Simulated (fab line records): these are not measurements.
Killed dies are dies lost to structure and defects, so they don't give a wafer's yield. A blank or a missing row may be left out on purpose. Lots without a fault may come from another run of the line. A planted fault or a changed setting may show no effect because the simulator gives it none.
Comparing a struck lot with a sound one + flow berkeleyCmos170 + 27 out of 331 route steps
Sound: these wafers, L106.1, L106.3, L106.5. Struck: wafer L112.3 (L112.1, L112.6, from the same lot, were not struck and are left out); the cause is given at the end.
Per side, at each step with rows, come the tool, then ch with its chambers, and then its first start. Under that, the readings that differ: sound wafers + struck wafers + difference of the means + sigmas: that difference in standard deviations of wafers without a fault.
alike: readings whose means differ by less than 2 such deviations, and words and numbers that are the same on both sides. not compared: withheld readings, readings that some wafer has no value for, bounds like >300 that may hide the same value, and numbers for which the record gives no deviation and whose values overlap.
Wherever a step has rows on one side only, a row that says differs or no value, or a row with sigmas, the two part there. When numbers do not overlap yet have no deviation, they are printed without sigmas and do not part them. A reading that every wafer of one side lacks parts them only if that side has two wafers or more.

first, 5 steps without rows for these wafers: UCB170_CONTACT_COAT_10 (resist thk 900 nm); UCB170_CONTACT_SOFTBAKE_11 (time 60 s); UCB170_CONTACT_EXPOSE_12 (exposes mask CONT, target cd 700 nm); UCB170_CONTACT_PEB_13; UCB170_CONTACT_DEVELOP_14 (develop time 45 s).
UCB170_CONTACT_CD_MEAS_15: target cd 700 nm.
  sound on cdSem-01, day 10 07:11; struck on cdSem-01, day 12 01:19
| reading   | sound             | struck | difference | sigmas |
|-----------|-------------------|--------|------------|--------|
| cdNm (nm) | 698.2 698.9 698.9 | 701.5  | +2.8       | +2     |
UCB170_CONTACT_OVL_MEAS_16:
  sound on overlay-01, day 10 07:19; struck on overlay-01, day 12 01:26
  alike: CONTACT_OVL
UCB170_CONTACT_ETCH_17: etches BARC in N2/H2.
  sound on rieDiel-03 ch 1,3, day 10 07:20; struck on rieDiel-01 ch 2, day 12 01:28
  alike: drypumpMotorCurrentA, oesProductAu, throttleValvePct
UCB170_CONTACT_ETCH_18: etches PSG in CHF3/CF4/Ar, stops on TiSi2, target depth 840 nm, time 195 s.
  sound: rieDiel-03 ch 1,3; struck: rieDiel-01 ch 2
| reading              | sound          | struck | difference | sigmas |
|----------------------|----------------|--------|------------|--------|
| throttleValvePct (%) | 6.92 6.92 6.95 | 7.20   | +0.27      | +2     |
  alike: drypumpMotorCurrentA, mfcArSccm, oesProductAu
  not compared: rfHoursCounterH
UCB170_CONTACT_STRIP_19: strips in O2.
  sound on plasmaAsher-02 ch 0,1, day 10 07:31; struck on plasmaAsher-01 ch 1, day 12 01:38
  alike: drypumpMotorCurrentA, o2FlowSccm, oesProductAu
  not compared: rfHoursCounterH
UCB170_CONTACT_CD_MEAS_90: target cd 700 nm.
  sound on cdSem-01, day 10 07:37; struck on cdSem-01, day 12 01:44
| reading   | sound             | struck | difference | sigmas |
|-----------|-------------------|--------|------------|--------|
| cdNm (nm) | 698.0 699.6 698.3 | 701.3  | +2.7       | +2     |
then, 1 step without rows for these wafers: UCB170_CONTACT_CLEAN_20 (cleans in SPM, time 600 s).
UCB170_M1_SPUTTER_00: material Al, target thk 600 nm, time 80 s.
  sound on pvdSputter-02, day 10 07:54; struck on pvdSputter-02, day 12 02:03
| reading                              | sound           | struck | difference | sigmas |
|--------------------------------------|-----------------|--------|------------|--------|
| model.Al_of_M1_SPUTTER_00.thkNm (nm) | 595.2 591 587.1 | 746.8  | +155.7     |        |
  alike: throttleValvePct
UCB170_M1_RS_MEAS_01: uses a four-point probe to measure.
  sound on filmMetro-01, day 10 07:58; struck on filmMetro-01, day 12 02:07
| reading           | sound                | struck | difference | sigmas |
|-------------------|----------------------|--------|------------|--------|
| M1_AL_RS (ohm/sq) | 0.0489 0.0493 0.0495 | 0.0388 | -0.0104    | -19    |
UCB170_M1_THK_MEAS_02: measures by xrf.
  sound on filmMetro-01, day 10 08:05; struck on filmMetro-01, day 12 02:14
| reading        | sound       | struck | difference | sigmas |
|----------------|-------------|--------|------------|--------|
| M1_AL_THK (nm) | 589 590 585 | 735    | +147       | +21    |
then, 6 steps without rows for these wafers: UCB170_M1_COAT_03; UCB170_M1_COAT_04 (resist thk 900 nm); UCB170_M1_SOFTBAKE_05 (time 60 s); UCB170_M1_EXPOSE_06 (exposes mask METAL1, target cd 700 nm); UCB170_M1_PEB_07; UCB170_M1_DEVELOP_08 (develop time 45 s).
UCB170_M1_CD_MEAS_09: target cd 700 nm.
  sound on cdSem-01, day 10 09:49; struck on cdSem-01, day 12 03:20
| reading   | sound             | struck | difference | sigmas |
|-----------|-------------------|--------|------------|--------|
| cdNm (nm) | 698.9 698.8 698.6 | 702.0  | +3.2       | +2     |
UCB170_M1_OVL_MEAS_10:
  sound on overlay-02, day 10 09:56; struck on overlay-01, day 12 03:27
  alike: M1_OVL
UCB170_M1_ETCH_11: etches BARC in N2/H2.
  sound on rieDiel-02 ch 1,3, day 10 09:58; struck on rieDiel-04 ch 1, day 12 03:29
  alike: drypumpMotorCurrentA, oesProductAu, throttleValvePct
UCB170_M1_METAL_ETCH_12: etches Al in Cl2/BCl3, stops on PSG, target depth 780 nm, time 130 s.
  sound on rieMetal-01 ch 0, day 10 10:01; struck on rieMetal-01 ch 1, day 12 03:31
| reading             | sound             | struck | difference | sigmas |
|---------------------|-------------------|--------|------------|--------|
| oesProductAu (a.u.) | 0.828 0.831 0.834 | 0.981  | +0.150     | +12    |
  alike: bcl3FlowSccm, drypumpMotorCurrentA, throttleValvePct
  not compared: rfHoursCounterH
UCB170_M1_STRIP_13: strips in O2.
  sound on plasmaAsher-03 ch 0,1, day 10 10:17; struck on plasmaAsher-03 ch 1, day 12 03:40
  alike: drypumpMotorCurrentA, o2FlowSccm, oesProductAu
  not compared: rfHoursCounterH
UCB170_M3_PROBE_99:
  sound on prober-02, day 11 03:20; struck on prober-01, day 12 22:09
| reading                                  | sound                      | struck   | difference | sigmas |
|------------------------------------------|----------------------------|----------|------------|--------|
| model.etest.m1CombOverSteps.leakLog10AUm | -12.85 -12.84 -12.89       | -4.971   | +7.889     |        |
| model.etest.ring.quietLog10A (angstrom)  | -8.613 -8.706 -8.706       | -2.984   | +5.691     |        |
| model.etest.m1.rsOhmSq                   | 0.04854 0.04878 0.04992    | 0.03882  | -0.01026   |        |
| model.etest.antennaM1.vtShiftV (V)       | -0.0102 -0.005946 -0.01185 | 0.001155 | +0.010487  |        |

## WHERE THEY PART
Last at UCB170_M1_METAL_ETCH_12 as far as this record goes, first at UCB170_CONTACT_CD_MEAS_15. Later steps at which nothing parts them and some readings are alike: UCB170_M1_STRIP_13.

WHY: whatever the simulator had introduced
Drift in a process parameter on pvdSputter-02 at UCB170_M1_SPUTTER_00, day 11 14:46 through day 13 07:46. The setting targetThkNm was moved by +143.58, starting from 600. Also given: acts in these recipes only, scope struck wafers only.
